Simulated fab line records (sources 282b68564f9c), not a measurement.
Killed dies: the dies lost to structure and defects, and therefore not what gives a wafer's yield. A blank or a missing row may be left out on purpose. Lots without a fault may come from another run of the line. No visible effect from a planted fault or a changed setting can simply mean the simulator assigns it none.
fab line records / flow ritCmos
[record] lots = 6 wafers = 18 lastDay = 7
route steps=202 shown PWELL@44 WELLDRIVE@50 NWELL@51 NRETRO@53 M1@202
lots untouched by any fault: they come from a run of this same line in which no faults occurred
startH: hours from the record's opening day to when the first of the lot's shown wafers began / waitH: how many hours have passed since the lot's step before this one / " identical to the entry in the row above / L1.1+2: a row that stands for several wafers / - value missing, or start not given / * or withheld: withheld / < > ~ a bound
route shown NAME@n: names a module that has steps shown in the file, with the first one's number in the route / usual: mean and standard deviation over wafers with no fault / same: alike in all rows / chamber/n: place in a boat / sites: each site's reading / _std_site: how widely they spread, as a standard deviation / _edge_site: mean of outer sites minus mean of inner sites / radiusMm: for every site, how far away it sits from the centre of the wafer / mask NAME#n: copy n / behind: the last tool/chamber to shape the wafer / hold: reason for holding the lot/hours on hold/outcome of the hold / device: whichever transistor did not switch (one of n, p or np) / end of line: the same wafers' tests at the end of the route / a step with no rows: only its recipe / killed: dies that structure and defects cost at the first sort, which is not the same as the wafer's yield / map: a wafer's dies, marking killed ones x, the rest . and places with no die _
set.NAME: the run value of the setting; set.NAME@STEP: its run value at that earlier step / model.NAME: the simulator's own value behind a step, which no gauge read
lots at some steps of the route; a table a step, a row a wafer
services: a tool's chamber out of use, with start hour (startH, from the record's first day; less than 0 if before it), hours out, and reason
[[steps]]
[step RIT_PWELL_DEVELOP_05]
[recipe] resist = NOVOLAK developTimeS = 68 devTempC = 23
[step RIT_PWELL_OVL_MEAS_06]
[usual] PWELL_OVL = -1.1/1.5
lot.wafer=L864.2 tool=overlay-02 chamber=- startH=24.00 waitH=- PWELL_OVL[nm]=-2.0
lot.wafer=L864.3 tool=overlay-02 chamber=- startH=24.00 waitH=- PWELL_OVL[nm]=0.3
lot.wafer=L864.5 tool=overlay-02 chamber=- startH=24.00 waitH=- PWELL_OVL[nm]=0.0
lot.wafer=L866.3 tool=overlay-01 chamber=- startH=35.95 waitH=- PWELL_OVL[nm]=1.4
lot.wafer=L866.4 tool=overlay-01 chamber=- startH=35.95 waitH=- PWELL_OVL[nm]=2.6
lot.wafer=L866.6 tool=overlay-01 chamber=- startH=35.95 waitH=- PWELL_OVL[nm]=1.9
lot.wafer=L876.1 tool=overlay-01 chamber=- startH=83.83 waitH=- PWELL_OVL[nm]=0.2
lot.wafer=L876.2 tool=overlay-01 chamber=- startH=83.83 waitH=- PWELL_OVL[nm]=0.1
lot.wafer=L876.3 tool=overlay-01 chamber=- startH=83.83 waitH=- PWELL_OVL[nm]=-1.1
lot.wafer=L878.2 tool=overlay-01 chamber=- startH=92.14 waitH=- PWELL_OVL[nm]=-1.5
lot.wafer=L878.3 tool=overlay-01 chamber=- startH=92.14 waitH=- PWELL_OVL[nm]=1.7
lot.wafer=L878.5 tool=overlay-01 chamber=- startH=92.14 waitH=- PWELL_OVL[nm]=-2.7
lot.wafer=L886.1 tool=overlay-02 chamber=- startH=132.49 waitH=- PWELL_OVL[nm]=-0.6
lot.wafer=L886.3 tool=overlay-02 chamber=- startH=132.49 waitH=- PWELL_OVL[nm]=-2.5
lot.wafer=L886.5 tool=overlay-02 chamber=- startH=132.49 waitH=- PWELL_OVL[nm]=-2.1
lot.wafer=L887.1 tool=overlay-02 chamber=- startH=136.83 waitH=- PWELL_OVL[nm]=-3.5
lot.wafer=L887.3 tool=overlay-02 chamber=- startH=136.83 waitH=- PWELL_OVL[nm]=0.2
lot.wafer=L887.5 tool=overlay-02 chamber=- startH=136.83 waitH=- PWELL_OVL[nm]=-2.2
[step RIT_PWELL_HARDBAKE_07]
[recipe] resist = NOVOLAK tempC = 140 timeS = 120
[step RIT_PWELL_IMPLANT_08]
[recipe] species = B energyKev = 170 doseCm2 = 7.12e+13 tiltDeg = 7
[step RIT_PWELL_STRIP_09]
[recipe] chemistry = O2 timeS = 180 resist = NOVOLAK platenTempC = withheld powerW = 500 pressureMtorr = 4000 o2FlowSccm = 4000
[usual] drypumpMotorCurrentA = 5.5/0.37 o2FlowSccm = 3999/11
lot.wafer=L864.2 tool=plasmaAsher-01 chamber=1 startH=24.43 waitH=0.1 drypumpMotorCurrentA=5.0 o2FlowSccm=4003 rfHoursCounterH=36
lot.wafer=L864.3 tool=plasmaAsher-01 chamber=0 startH=24.43 waitH=0.1 drypumpMotorCurrentA=5.7 o2FlowSccm=3995 rfHoursCounterH=-
lot.wafer=L864.5 tool=plasmaAsher-01 chamber=0 startH=24.43 waitH=0.1 drypumpMotorCurrentA=5.7 o2FlowSccm=3986 rfHoursCounterH=-
lot.wafer=L866.3 tool=plasmaAsher-01 chamber=1 startH=36.43 waitH=0.1 drypumpMotorCurrentA=5.1 o2FlowSccm=4004 rfHoursCounterH=-
lot.wafer=L866.4 tool=plasmaAsher-01 chamber=0 startH=36.43 waitH=0.1 drypumpMotorCurrentA=5.7 o2FlowSccm=4023 rfHoursCounterH=-
lot.wafer=L866.6 tool=plasmaAsher-01 chamber=1 startH=36.43 waitH=0.1 drypumpMotorCurrentA=5.1 o2FlowSccm=3987 rfHoursCounterH=-
lot.wafer=L876.1 tool=plasmaAsher-01 chamber=0 startH=84.27 waitH=0.1 drypumpMotorCurrentA=5.7 o2FlowSccm=3995 rfHoursCounterH=44
lot.wafer=L876.2 tool=plasmaAsher-01 chamber=1 startH=84.27 waitH=0.1 drypumpMotorCurrentA=5.1 o2FlowSccm=4016 rfHoursCounterH=44
lot.wafer=L876.3 tool=plasmaAsher-01 chamber=1 startH=84.27 waitH=0.1 drypumpMotorCurrentA=5.1 o2FlowSccm=4005 rfHoursCounterH=-
lot.wafer=L878.2 tool=plasmaAsher-03 chamber=0 startH=92.57 waitH=0.1 drypumpMotorCurrentA=5.9 o2FlowSccm=3986 rfHoursCounterH=29
lot.wafer=L878.3 tool=plasmaAsher-03 chamber=1 startH=92.57 waitH=0.1 drypumpMotorCurrentA=6.3 o2FlowSccm=3996 rfHoursCounterH=-
lot.wafer=L878.5 tool=plasmaAsher-03 chamber=0 startH=92.57 waitH=0.1 drypumpMotorCurrentA=5.9 o2FlowSccm=3983 rfHoursCounterH=-
lot.wafer=L886.1 tool=plasmaAsher-03 chamber=0 startH=132.93 waitH=0.1 drypumpMotorCurrentA=5.9 o2FlowSccm=3985 rfHoursCounterH=33
lot.wafer=L886.3 tool=plasmaAsher-03 chamber=0 startH=132.93 waitH=0.1 drypumpMotorCurrentA=5.8 o2FlowSccm=3992 rfHoursCounterH=-
lot.wafer=L886.5 tool=plasmaAsher-03 chamber=1 startH=132.93 waitH=0.1 drypumpMotorCurrentA=6.3 o2FlowSccm=4030 rfHoursCounterH=-
lot.wafer=L887.1 tool=plasmaAsher-01 chamber=1 startH=137.27 waitH=0.1 drypumpMotorCurrentA=5.1 o2FlowSccm=4018 rfHoursCounterH=50
lot.wafer=L887.3 tool=plasmaAsher-01 chamber=0 startH=137.27 waitH=0.1 drypumpMotorCurrentA=5.7 o2FlowSccm=3991 rfHoursCounterH=-
lot.wafer=L887.5 tool=plasmaAsher-01 chamber=1 startH=137.27 waitH=0.1 drypumpMotorCurrentA=5.1 o2FlowSccm=3992 rfHoursCounterH=-
[step RIT_PWELL_TW_MEAS_10]
[usual] PWELL_TW = 959/9
lot.wafer=L864.2 tool=filmMetro-01 chamber=- startH=24.61 waitH=0.1 PWELL_TW=956
lot.wafer=L864.3 tool=filmMetro-01 chamber=- startH=24.61 waitH=0.1 PWELL_TW=964
lot.wafer=L864.5 tool=filmMetro-01 chamber=- startH=24.61 waitH=0.1 PWELL_TW=961
lot.wafer=L866.3 tool=filmMetro-03 chamber=- startH=36.56 waitH=0.1 PWELL_TW=947
lot.wafer=L866.4 tool=filmMetro-03 chamber=- startH=36.56 waitH=0.1 PWELL_TW=952
lot.wafer=L866.6 tool=filmMetro-03 chamber=- startH=36.56 waitH=0.1 PWELL_TW=948
lot.wafer=L876.1 tool=filmMetro-04 chamber=- startH=84.44 waitH=0.1 PWELL_TW=967
lot.wafer=L876.2 tool=filmMetro-04 chamber=- startH=84.44 waitH=0.1 PWELL_TW=971
lot.wafer=L876.3 tool=filmMetro-04 chamber=- startH=84.44 waitH=0.1 PWELL_TW=968
lot.wafer=L878.2 tool=filmMetro-03 chamber=- startH=92.76 waitH=0.1 PWELL_TW=941
lot.wafer=L878.3 tool=filmMetro-03 chamber=- startH=92.76 waitH=0.1 PWELL_TW=942
lot.wafer=L878.5 tool=filmMetro-03 chamber=- startH=92.76 waitH=0.1 PWELL_TW=949
lot.wafer=L886.1 tool=filmMetro-01 chamber=- startH=133.10 waitH=0.1 PWELL_TW=958
lot.wafer=L886.3 tool=filmMetro-01 chamber=- startH=133.10 waitH=0.1 PWELL_TW=960
lot.wafer=L886.5 tool=filmMetro-01 chamber=- startH=133.10 waitH=0.1 PWELL_TW=952
lot.wafer=L887.1 tool=filmMetro-01 chamber=- startH=137.44 waitH=0.1 PWELL_TW=957
lot.wafer=L887.3 tool=filmMetro-01 chamber=- startH=137.44 waitH=0.1 PWELL_TW=960
lot.wafer=L887.5 tool=filmMetro-01 chamber=- startH=137.44 waitH=0.1 PWELL_TW=958
[step RIT_WELLDRIVE_ANNEAL_00]
[recipe] tempC = 1100 timeS = 14700 ambient = N2
[step RIT_WELLDRIVE_RS_MEAS_01]
[recipe] thkMeasGauge = four-point-probe
[usual] NWELL_RS = 275.3/0.74
lot.wafer=L864.2 tool=filmMetro-01 chamber=- startH=30.52 waitH=0.0 NWELL_RS[ohm/sq]=274.5
lot.wafer=L864.3 tool=filmMetro-01 chamber=- startH=30.52 waitH=0.0 NWELL_RS[ohm/sq]=274.8
lot.wafer=L864.5 tool=filmMetro-01 chamber=- startH=30.52 waitH=0.0 NWELL_RS[ohm/sq]=274.4
lot.wafer=L866.3 tool=filmMetro-01 chamber=- startH=42.60 waitH=0.0 NWELL_RS[ohm/sq]=275.3
lot.wafer=L866.4 tool=filmMetro-01 chamber=- startH=42.60 waitH=0.0 NWELL_RS[ohm/sq]=275.6
lot.wafer=L866.6 tool=filmMetro-01 chamber=- startH=42.60 waitH=0.0 NWELL_RS[ohm/sq]=275.0
lot.wafer=L876.1 tool=filmMetro-04 chamber=- startH=89.90 waitH=0.0 NWELL_RS[ohm/sq]=274.3
lot.wafer=L876.2 tool=filmMetro-04 chamber=- startH=89.90 waitH=0.0 NWELL_RS[ohm/sq]=273.3
lot.wafer=L876.3 tool=filmMetro-04 chamber=- startH=89.90 waitH=0.0 NWELL_RS[ohm/sq]=274.7
lot.wafer=L878.2 tool=filmMetro-03 chamber=- startH=97.91 waitH=0.0 NWELL_RS[ohm/sq]=275.6
lot.wafer=L878.3 tool=filmMetro-03 chamber=- startH=97.91 waitH=0.0 NWELL_RS[ohm/sq]=275.2
lot.wafer=L878.5 tool=filmMetro-03 chamber=- startH=97.91 waitH=0.0 NWELL_RS[ohm/sq]=275.6
lot.wafer=L886.1 tool=filmMetro-03 chamber=- startH=139.61 waitH=0.0 NWELL_RS[ohm/sq]=276.3
lot.wafer=L886.3 tool=filmMetro-03 chamber=- startH=139.61 waitH=0.0 NWELL_RS[ohm/sq]=275.3
lot.wafer=L886.5 tool=filmMetro-03 chamber=- startH=139.61 waitH=0.0 NWELL_RS[ohm/sq]=275.7
lot.wafer=L887.1 tool=filmMetro-03 chamber=- startH=144.33 waitH=0.0 NWELL_RS[ohm/sq]=275.3
lot.wafer=L887.3 tool=filmMetro-03 chamber=- startH=144.33 waitH=0.0 NWELL_RS[ohm/sq]=275.1
lot.wafer=L887.5 tool=filmMetro-03 chamber=- startH=144.33 waitH=0.0 NWELL_RS[ohm/sq]=274.7
[step RIT_WELLDRIVE_RS_MEAS_02]
[recipe] thkMeasGauge = four-point-probe
[usual] PWELL_RS = 424.4/1.1
lot.wafer=L864.2 tool=filmMetro-01 chamber=- startH=30.64 waitH=0.1 PWELL_RS[ohm/sq]=424.9
lot.wafer=L864.3 tool=filmMetro-01 chamber=- startH=30.64 waitH=0.1 PWELL_RS[ohm/sq]=424.6
lot.wafer=L864.5 tool=filmMetro-01 chamber=- startH=30.64 waitH=0.1 PWELL_RS[ohm/sq]=424.4
lot.wafer=L866.3 tool=filmMetro-01 chamber=- startH=42.72 waitH=0.1 PWELL_RS[ohm/sq]=421.9
lot.wafer=L866.4 tool=filmMetro-01 chamber=- startH=42.72 waitH=0.1 PWELL_RS[ohm/sq]=423.0
lot.wafer=L866.6 tool=filmMetro-01 chamber=- startH=42.72 waitH=0.1 PWELL_RS[ohm/sq]=421.6
lot.wafer=L876.1 tool=filmMetro-04 chamber=- startH=90.02 waitH=0.1 PWELL_RS[ohm/sq]=426.2
lot.wafer=L876.2 tool=filmMetro-04 chamber=- startH=90.02 waitH=0.1 PWELL_RS[ohm/sq]=425.8
lot.wafer=L876.3 tool=filmMetro-04 chamber=- startH=90.02 waitH=0.1 PWELL_RS[ohm/sq]=425.4
lot.wafer=L878.2 tool=filmMetro-03 chamber=- startH=98.03 waitH=0.1 PWELL_RS[ohm/sq]=422.7
lot.wafer=L878.3 tool=filmMetro-03 chamber=- startH=98.03 waitH=0.1 PWELL_RS[ohm/sq]=421.8
lot.wafer=L878.5 tool=filmMetro-03 chamber=- startH=98.03 waitH=0.1 PWELL_RS[ohm/sq]=423.2
lot.wafer=L886.1 tool=filmMetro-03 chamber=- startH=139.73 waitH=0.1 PWELL_RS[ohm/sq]=426.0
lot.wafer=L886.3 tool=filmMetro-03 chamber=- startH=139.73 waitH=0.1 PWELL_RS[ohm/sq]=424.8
lot.wafer=L886.5 tool=filmMetro-03 chamber=- startH=139.73 waitH=0.1 PWELL_RS[ohm/sq]=425.1
lot.wafer=L887.1 tool=filmMetro-03 chamber=- startH=144.45 waitH=0.1 PWELL_RS[ohm/sq]=425.2
lot.wafer=L887.3 tool=filmMetro-03 chamber=- startH=144.45 waitH=0.1 PWELL_RS[ohm/sq]=426.4
lot.wafer=L887.5 tool=filmMetro-03 chamber=- startH=144.45 waitH=0.1 PWELL_RS[ohm/sq]=425.7
[step RIT_NRETRO_HMDS_00]
[recipe] primeTimeS = 60 primeTempC = 140
[step RIT_NRETRO_COAT_01]
[recipe] resist = NOVOLAK spinRpm = 2000 resistThkNm = 1300
[step RIT_NRETRO_SOFTBAKE_02]
[recipe] resist = NOVOLAK tempC = 90 timeS = 60
[step RIT_NRETRO_EXPOSE_03]
[recipe] maskId = M4 na = 0.57 targetCdNm = 43900 doseMj = 250
lot.wafer=L864.2+3+5 tool=ilineStepper-01 chamber=0 startH=31.21 waitH=0.1 mask=M4#0 model.NRETRO.overlayXNm=0.3702
lot.wafer=L866.3+4+6 tool=ilineStepper-02 chamber=0 startH=43.41 waitH=0.2 mask=M4#0 model.NRETRO.overlayXNm=-0.1173
lot.wafer=L876.1+2+3 tool=ilineStepper-02 chamber=0 startH=90.72 waitH=0.2 mask=M4#0 model.NRETRO.overlayXNm=6.422
lot.wafer=L878.2+3+5 tool=ilineStepper-02 chamber=0 startH=98.60 waitH=0.1 mask=M4#0 model.NRETRO.overlayXNm=6.579
lot.wafer=L886.1+3+5 tool=ilineStepper-01 chamber=0 startH=140.42 waitH=0.2 mask=M4#0 model.NRETRO.overlayXNm=-0.366
lot.wafer=L887.1+3+5 tool=ilineStepper-01 chamber=0 startH=145.02 waitH=0.1 mask=M4#0 model.NRETRO.overlayXNm=0.4413
[step RIT_NRETRO_PEB_04]
[recipe] resist = NOVOLAK tempC = withheld timeS = withheld
[step RIT_NRETRO_DEVELOP_05]
[recipe] resist = NOVOLAK developTimeS = 68 devTempC = 23
[step RIT_NRETRO_OVL_MEAS_06]
[usual] NRETRO_OVL = 1.1/1.5
lot.wafer=L864.2 tool=overlay-02 chamber=- startH=31.63 waitH=- NRETRO_OVL[nm]=2.0
lot.wafer=L864.3 tool=overlay-02 chamber=- startH=31.63 waitH=- NRETRO_OVL[nm]=1.5
lot.wafer=L864.5 tool=overlay-02 chamber=- startH=31.63 waitH=- NRETRO_OVL[nm]=1.5
lot.wafer=L866.3 tool=overlay-02 chamber=- startH=43.81 waitH=- NRETRO_OVL[nm]=0.9
lot.wafer=L866.4 tool=overlay-02 chamber=- startH=43.81 waitH=- NRETRO_OVL[nm]=1.4
lot.wafer=L866.6 tool=overlay-02 chamber=- startH=43.81 waitH=- NRETRO_OVL[nm]=1.4
lot.wafer=L876.1 tool=overlay-01 chamber=- startH=91.15 waitH=- NRETRO_OVL[nm]=7.0
lot.wafer=L876.2 tool=overlay-01 chamber=- startH=91.15 waitH=- NRETRO_OVL[nm]=7.2
lot.wafer=L876.3 tool=overlay-01 chamber=- startH=91.15 waitH=- NRETRO_OVL[nm]=7.8
lot.wafer=L878.2 tool=overlay-01 chamber=- startH=99.02 waitH=- NRETRO_OVL[nm]=6.8
lot.wafer=L878.3 tool=overlay-01 chamber=- startH=99.02 waitH=- NRETRO_OVL[nm]=9.4
lot.wafer=L878.5 tool=overlay-01 chamber=- startH=99.02 waitH=- NRETRO_OVL[nm]=7.9
lot.wafer=L886.1 tool=overlay-01 chamber=- startH=140.85 waitH=- NRETRO_OVL[nm]=0.8
lot.wafer=L886.3 tool=overlay-01 chamber=- startH=140.85 waitH=- NRETRO_OVL[nm]=2.6
lot.wafer=L886.5 tool=overlay-01 chamber=- startH=140.85 waitH=- NRETRO_OVL[nm]=0.7
lot.wafer=L887.1 tool=overlay-01 chamber=- startH=145.53 waitH=- NRETRO_OVL[nm]=1.5
lot.wafer=L887.3 tool=overlay-01 chamber=- startH=145.53 waitH=- NRETRO_OVL[nm]=1.3
lot.wafer=L887.5 tool=overlay-01 chamber=- startH=145.53 waitH=- NRETRO_OVL[nm]=0.6
[step RIT_NRETRO_HARDBAKE_07]
[recipe] resist = NOVOLAK tempC = 140 timeS = 120
[step RIT_M1_PROBE_99]
[usual] killedAtFrontEnd = 6.7/2.9 killedDies = 6.7/2.9 killedOpen = 3.4/1.8 killedShort = 3.3/2.2
[same] grossDies = 264 killed_at_M0_to_M3 = 0 killed_at_M4_up = 0 killedAtBackSide = 0 killedAtContacts = 0 killedAtOther = 0
lot.wafer=L864.2 tool=prober-02 chamber=- startH=59.10 waitH=0.1 killedAtFrontEnd=5 killedDies=5 killedOpen=0 killedShort=5
lot.wafer=L864.3 tool=prober-02 chamber=- startH=59.15 waitH=0.2 killedAtFrontEnd=6 killedDies=6 killedOpen=3 killedShort=3
lot.wafer=L864.5 tool=prober-02 chamber=- startH=59.25 waitH=0.2 killedAtFrontEnd=15 killedDies=15 killedOpen=8 killedShort=7
lot.wafer=L876.1 tool=prober-01 chamber=- startH=123.55 waitH=0.1 killedAtFrontEnd=9 killedDies=9 killedOpen=9 killedShort=0
lot.wafer=L876.2 tool=prober-01 chamber=- startH=123.60 waitH=0.1 killedAtFrontEnd=4 killedDies=4 killedOpen=3 killedShort=1
lot.wafer=L876.3 tool=prober-01 chamber=- startH=123.65 waitH=0.2 killedAtFrontEnd=3 killedDies=3 killedOpen=1 killedShort=2
lot.wafer=L878.2 tool=prober-01 chamber=- startH=127.67 waitH=0.1 killedAtFrontEnd=12 killedDies=12 killedOpen=5 killedShort=7
lot.wafer=L878.3 tool=prober-01 chamber=- startH=127.72 waitH=0.2 killedAtFrontEnd=1 killedDies=1 killedOpen=1 killedShort=0
lot.wafer=L878.5 tool=prober-01 chamber=- startH=127.82 waitH=0.2 killedAtFrontEnd=6 killedDies=6 killedOpen=3 killedShort=3
lot.wafer=L886.1 tool=prober-01 chamber=- startH=169.51 waitH=0.1 killedAtFrontEnd=17 killedDies=17 killedOpen=4 killedShort=13
lot.wafer=L886.3 tool=prober-01 chamber=- startH=169.61 waitH=0.2 killedAtFrontEnd=1 killedDies=1 killedOpen=1 killedShort=0
lot.wafer=L886.5 tool=prober-01 chamber=- startH=169.71 waitH=0.2 killedAtFrontEnd=9 killedDies=9 killedOpen=5 killedShort=4
// killed by level:class
L864.2 SPACER:geometricParticle:short=2 FOX1:geometricParticle:short=1 FOX2:geometricParticle:short=1 REOX:geometricParticle:short=1
L864.3 GATE:geometricParticle:short=3 GATE:geometricParticle:open=2 REOX:geometricParticle:open=1
L864.5 GATE:geometricParticle:short=6 REOX:geometricParticle:open=2 SILICIDE:geometricParticle:open=2 FOX1:geometricParticle:open=1 FOX2:geometricParticle:open=1 GATE:geometricParticle:open=1 SPACER:geometricParticle:open=1 SPACER:geometricParticle:short=1
L876.1 FOX1:geometricParticle:open=4 REOX:geometricParticle:open=3 SPACER:geometricParticle:open=2
L876.2 FOX2:geometricParticle:open=1 REOX:geometricParticle:open=1 SPACER:geometricParticle:short=1 SILICIDE:geometricParticle:open=1
L876.3 FOX1:geometricParticle:short=2 GATE:geometricParticle:open=1
L878.2 GATE:geometricParticle:short=3 FOX1:geometricParticle:short=2 GATE:geometricParticle:open=2 REOX:geometricParticle:open=2 SPACER:geometricParticle:short=2 FOX2:geometricParticle:open=1
L878.3 SILICIDE:geometricParticle:open=1
L878.5 FOX2:geometricParticle:short=1 GATE:geometricParticle:open=1 GATE:geometricParticle:short=1 REOX:geometricParticle:open=1 REOX:geometricParticle:short=1 SPACER:geometricParticle:open=1
L886.1 GATE:geometricParticle:short=7 REOX:geometricParticle:short=3 REOX:geometricParticle:open=2 SPACER:geometricParticle:short=2 FOX1:geometricParticle:short=1 GATE:geometricParticle:open=1 SPACER:geometricParticle:open=1
L886.3 GATE:geometricParticle:open=1
L886.5 GATE:geometricParticle:short=3 FOX1:geometricParticle:open=2 SPACER:geometricParticle:open=2 FOX1:geometricParticle:short=1 GATE:geometricParticle:open=1
[[services]]
tool=ilineStepper-02 chamber=- startH=7.10 hours=2.1 kind=pm
tool=ilineStepper-02 chamber=- startH=9.19 hours=- kind=consumableReplace:lamp
tool=plasmaAsher-03 chamber=- startH=31.99 hours=31.5 kind=repair
tool=plasmaAsher-03 chamber=- startH=63.47 hours=2.8 kind=pm
tool=plasmaAsher-03 chamber=- startH=139.37 hours=6.4 kind=repair
[[key]]
[firstSign] step = RIT_NRETRO_OVL_MEAS_06 reading = NRETRO_OVL direction = up sigmas = 4.4 usual = 1.1 struck = 7.7
effect none on later readings
[modelEffect] step = RIT_NRETRO_EXPOSE_03 value = NRETRO.overlayXNm without = 0.5965 struck = 6.501
metAt RIT_NRETRO_EXPOSE_03
struckWafers L876.1,L876.2,L876.3,L878.2,L878.3,L878.5
testerLeftOut L876,L878
onsetBetween 43.41 90.72
[fault] kind = scannerMatchingOverlay tool = ilineStepper-02 chamber = - onsetH = 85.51 steps = RIT_NRETRO_EXPOSE_03 offset = 5.9041
// testerLeftOut: of these lots the tester's yield and bins aren't shown, on N5 and GAA mostly nor the transistor test; their killed dies are dies lost to structure and defects alone, not to doping, threshold or leakage, so they don't give the yield
